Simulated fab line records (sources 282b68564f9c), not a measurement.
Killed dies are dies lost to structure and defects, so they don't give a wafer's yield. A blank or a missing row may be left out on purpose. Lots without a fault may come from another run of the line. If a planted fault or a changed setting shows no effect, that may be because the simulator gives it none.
Comparing a struck lot with a sound one -- flow rit-cmos -- 15 steps out of a route of 202
Sound: the wafers L671.1, L671.4, L671.6. The struck wafers were L678.2, L678.4, L678.5. The cause comes at the end.
Per side, at each step with rows, come the tool, then ch with its chambers, and then its first start. Under that, the readings that differ: sound wafers -- struck wafers -- difference of the means -- sigmas: that difference in standard deviations of wafers without a fault.
alike: same words and numbers on both sides, and readings whose means sit less than 2 such deviations apart. not compared: any withheld reading, any reading some wafer has no value for, any bound like >300 that may hide the same value, and any number with overlapping values for which the record gives no deviation.
A row with sigmas, a row that says differs or no value, or rows on one side alone: a step with any of these is where the two part. When numbers do not overlap yet have no deviation, they are printed without sigmas and do not part them. Lack of a reading on every wafer of one side parts them only where that side has two or more wafers.

RIT_NWELL_TW_MEAS_10:
  sound: film-metro-02 at day 1 21:50; struck: film-metro-02 at day 3 07:47
  alike: NWELL_TW
then, 6 steps without rows for these wafers: RIT_PWELL_HMDS_00 (prime time 60 s); RIT_PWELL_COAT_01 (resist thk 1300 nm); RIT_PWELL_SOFTBAKE_02 (time 60 s); RIT_PWELL_EXPOSE_03 (exposes mask M3, target cd 43700 nm); RIT_PWELL_PEB_04; RIT_PWELL_DEVELOP_05 (develop time 68 s).
RIT_PWELL_OVL_MEAS_06:
  sound: overlay-02 at day 1 22:52; struck: overlay-02 at day 3 08:44
  alike: PWELL_OVL
then, 2 steps without rows for these wafers: RIT_PWELL_HARDBAKE_07 (time 120 s); RIT_PWELL_IMPLANT_08.
RIT_PWELL_STRIP_09: strips in O2, time 180 s.
  sound on plasma-asher-03 ch 0,1, day 1 23:19; struck on plasma-asher-04 ch 0,1, day 3 09:14
  alike: drypump-motor-current-A
  not compared: rf-hours-counter-h
RIT_PWELL_TW_MEAS_10:
  sound: film-metro-01 at day 1 23:29; struck: film-metro-01 at day 3 09:26
  alike: PWELL_TW
RIT_WELLDRIVE_ANNEAL_00: time 14700 s.
  sound on furnace-03 ch 0, day 1 23:56; struck on furnace-03 ch 0, day 3 10:28
reading,sound,struck,difference,sigmas
run-length-s (s),18260 18260 18260,9435 9435 9435,-8825,-99 or more
  alike: zone-power-source-pct
RIT_WELLDRIVE_RS_MEAS_01: a four-point-probe measurement.
  sound: film-metro-01 at day 2 05:01; struck: film-metro-02 at day 3 15:51
reading,sound,struck,difference,sigmas
NWELL_RS (ohm/sq),275.1 274.4 275.2,320.8 320.5 321.5,+46.0,+62
  not compared: hold
RIT_M1_PROBE_99:
  rows exist in the record for the sound wafers here (prober-02, day 3 12:20), none for the struck ones

== WHERE THEY PART ==
At RIT_WELLDRIVE_ANNEAL_00 first; at RIT_M1_PROBE_99 last (within this record only).

WHY: what had been put in by the simulator
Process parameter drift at RIT_WELLDRIVE_ANNEAL_00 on furnace-03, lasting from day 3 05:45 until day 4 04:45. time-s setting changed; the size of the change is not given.
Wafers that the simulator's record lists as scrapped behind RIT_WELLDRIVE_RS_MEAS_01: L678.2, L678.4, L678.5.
